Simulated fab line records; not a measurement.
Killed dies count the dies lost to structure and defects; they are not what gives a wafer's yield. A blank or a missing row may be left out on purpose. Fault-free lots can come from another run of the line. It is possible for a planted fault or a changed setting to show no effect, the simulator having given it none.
What tool caused it?    flow rit cmos    42 wafers from 14 lots sampled at 4 of the route's 202 steps

## WHAT EACH GAUGE READ, for each wafer
RIT_FOX2_THK_MEAS_01. Usual: FOX2_OXIDE_THK 348 nm, standard deviation 6.3.
lot   measured     on             FOX2_OXIDE_THK (nm)  flag
L166  day 1 19:00  film metro-03  352 353 354          
L167  day 1 23:26  film metro-03  344 340 348          
L169  day 2 09:48  film metro-04  342 342 343          
L170  day 2 15:16  film metro-03  355 347 353          
L171  day 2 19:26  film metro-02  345 347 347          
L173  day 3 07:34  film metro-03  350 351 352          
L174  day 3 12:05  film metro-04  351 352 352          
L175  day 3 16:17  film metro-03  408 411 412          OFF
L176  day 3 22:06  film metro-03  335 341 337          
L178  day 4 08:58  film metro-02  415 412 416          OFF
L181  day 5 00:09  film metro-03  352 347 352          
L184  day 5 15:06  film metro-03  349 345 341          
L187  day 6 07:07  film metro-04  340 338 343          
L189  day 6 14:27  film metro-03  345 342 347          

RIT_FOX2_THK_MEAS_90. Usual: FIELD_OXIDE_LEFT_1_THK 321 nm, standard deviation 6.3.
lot   measured     on             FIELD_OXIDE_LEFT_1_THK (nm)  flag
L166  day 1 19:57  film metro-03  325 326 326                  
L167  day 2 00:19  film metro-04  317 313 321                  
L169  day 2 10:45  film metro-02  315 314 316                  
L170  day 2 16:08  film metro-02  328 320 326                  
L171  day 2 20:19  film metro-04  318 319 320                  
L173  day 3 08:27  film metro-03  323 323 325                  
L174  day 3 12:58  film metro-02  324 324 325                  
L175  day 3 17:10  film metro-02  382 385 384                  OFF
L176  day 3 22:59  film metro-02  308 314 310                  
L178  day 4 09:55  film metro-02  387 384 388                  OFF
L181  day 5 01:02  film metro-02  324 319 324                  
L184  day 5 15:59  film metro-02  322 318 314                  
L187  day 6 08:04  film metro-02  312 311 315                  
L189  day 6 16:05  film metro-03  318 314 319                  

RIT_FOX2_THK_MEAS_91. Usual: FIELD_OXIDE_LEFT_2_THK 253 nm, standard deviation 6.4.
lot   measured     on             FIELD_OXIDE_LEFT_2_THK (nm)  flag
L166  day 2 09:17  film metro-04  256 257 258                  
L167  day 2 12:49  film metro-04  249 244 253                  
L169  day 2 23:08  film metro-02  245 245 247                  
L170  day 3 04:31  film metro-02  260 253 259                  
L171  day 3 09:13  film metro-04  251 252 252                  
L173  day 3 21:01  film metro-04  255 256 257                  
L174  day 4 01:25  film metro-03  256 256 256                  
L175  day 4 05:34  film metro-04  315 317 317                  OFF
L176  day 4 11:45  film metro-04  240 246 242                  
L178  day 5 00:11  film metro-04  319 316 320                  OFF
L181  day 5 15:14  film metro-02  256 251 257                  
L184  day 6 07:56  film metro-04  254 249 246                  
L187  day 6 21:23  film metro-04  244 242 247                  
L189  day 7 04:32  film metro-04  249 246 251                  

## WHAT TOOL EACH LOT RAN ON (gives the tool, then ch and the chambers of the sampled wafers, and finally the start)
lot   RIT_FOX2_OXIDATION_00
L166  furnace-02 ch 0, day 1 17:40
L167  furnace-03 ch 0, day 1 22:07
L169  furnace-03 ch 0, day 2 08:29
L170  furnace-02 ch 0, day 2 13:56
L171  furnace-04 ch 0, day 2 18:07
L173  furnace-04 ch 0, day 3 06:16
L174  furnace-04 ch 0, day 3 10:45
L175  furnace-04 ch 0, day 3 14:58
L176  furnace-02 ch 0, day 3 20:46
L178  furnace-04 ch 0, day 4 07:38
L181  furnace-03 ch 0, day 4 22:50
L184  furnace-03 ch 0, day 5 13:47
L187  furnace-03 ch 0, day 6 05:49
L189  furnace-03 ch 0, day 6 13:07
- RIT_FOX2_OXIDATION_00: target thk 350.7 nm, ox time 1130 s.

## WHAT THE TOOLS THEMSELVES READ (means of the sampled wafers that have a number; where no wafer has one, the mark that the record gives instead)
RIT_FOX2_OXIDATION_00. Usual: spike tc centre C 1102.8 C, standard deviation 1.6; spike tc load C 1128.7 C, standard deviation 1.4; spike tc source C 1127.9 C, standard deviation 1.1; tube center temp C 1100 C, standard deviation 0.11; tube_center_temp_C_max 1102.8, standard deviation 0.41.
lot   tool        spike tc centre C (C)  spike tc load C (C)  spike tc source C (C)  tube center temp C (C)  tube_center_temp_C_max  flag
L166  furnace-02  1103.2                 1129.8               1128.4                 1100                    1102.7                  
L167  furnace-03  1101.8                 1128.2               1128.2                 1100                    1102.5                  
L169  furnace-03  1102.6                 1127.8               1128.7                 1100                    1103.2                  
L170  furnace-02  1102.8                 1129.9               1129.0                 1100                    1102.9                  
L171  furnace-04  1103.7                 1128.2               1126.3                 1100                    1102.9                  
L173  furnace-04  1103.8                 1127.6               1127.4                 1100                    1102.7                  
L174  furnace-04  1104.6                 1127.4               1127.2                 1100                    1102.6                  
L175  furnace-04  1139.5                 1163.2               1162.3                 1135                    1137.7                  OFF
L176  furnace-02  1104.0                 1131.1               1128.9                 1100                    1102.6                  
L178  furnace-04  1139.0                 1163.4               1163.4                 1135                    1138.3                  OFF
L181  furnace-03  1100.9                 1127.3               1128.8                 1100                    1102.9                  
L184  furnace-03  1100.5                 1128.3               1128.0                 1100                    1102.3                  
L187  furnace-03  1101.0                 1128.5               1127.9                 1100                    1102.6                  
L189  furnace-03  1101.1                 1129.1               1128.1                 1100                    1103.0                  

## THE ANSWER, worked out from the rows above alone
Rule: a lot is off if the mean of its wafers that have a number lies more than 3 standard deviations from the usual mean. Also off: a lot with no number at a reading for which 4 or more lots have one. All remaining lots with rows at the step are treated as sound. Order of review: gauges by route order, followed by the tools' own readings, for which a lot's mean as printed above is used. At the first step where some lot is off, the reading lying furthest off is the one used; lots without a number count as furthest.
Off: L175, L178, at RIT_FOX2_THK_MEAS_01 (FOX2_OXIDE_THK).
A tool fits if, at a process step before that reading, it ran every lot that is off, and no sound lot after the first of them. The gauges at RIT_FOX2_THK_MEAS_01 aren't tried: what is off there is off at RIT_FOX2_THK_MEAS_91 too, on other tools, and a gauge's error can't cause that. One candidate fits, namely furnace-04 at RIT_FOX2_OXIDATION_00. Its last sound lot is L174 (day 3 10:45), its first lot that is off L175 (day 3 14:58): a fault that began between those two fits.
The tool's own readings at RIT_FOX2_OXIDATION_00 bear it out: on the lots that are off they differ by more than 5 times the standard deviation of the sound lots' means. spike tc centre C reads 1139.2 C there against 1102.5 C on the sound lots; spike tc load C reads 1163.3 C there against 1128.6 C on the sound lots; spike tc source C reads 1162.8 C there against 1128.1 C on the sound lots; tube center temp C reads 1135 C there against 1100 C on the sound lots; tube_center_temp_C_max reads 1138.0 there against 1102.7 on the sound lots.

## WHAT WAS PUT IN BY THE SIMULATOR
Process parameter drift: furnace-04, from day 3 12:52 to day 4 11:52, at RIT_FOX2_OXIDATION_00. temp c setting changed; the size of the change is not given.
Struck lots among those shown: L175, L178. The rule above reached the same finding.
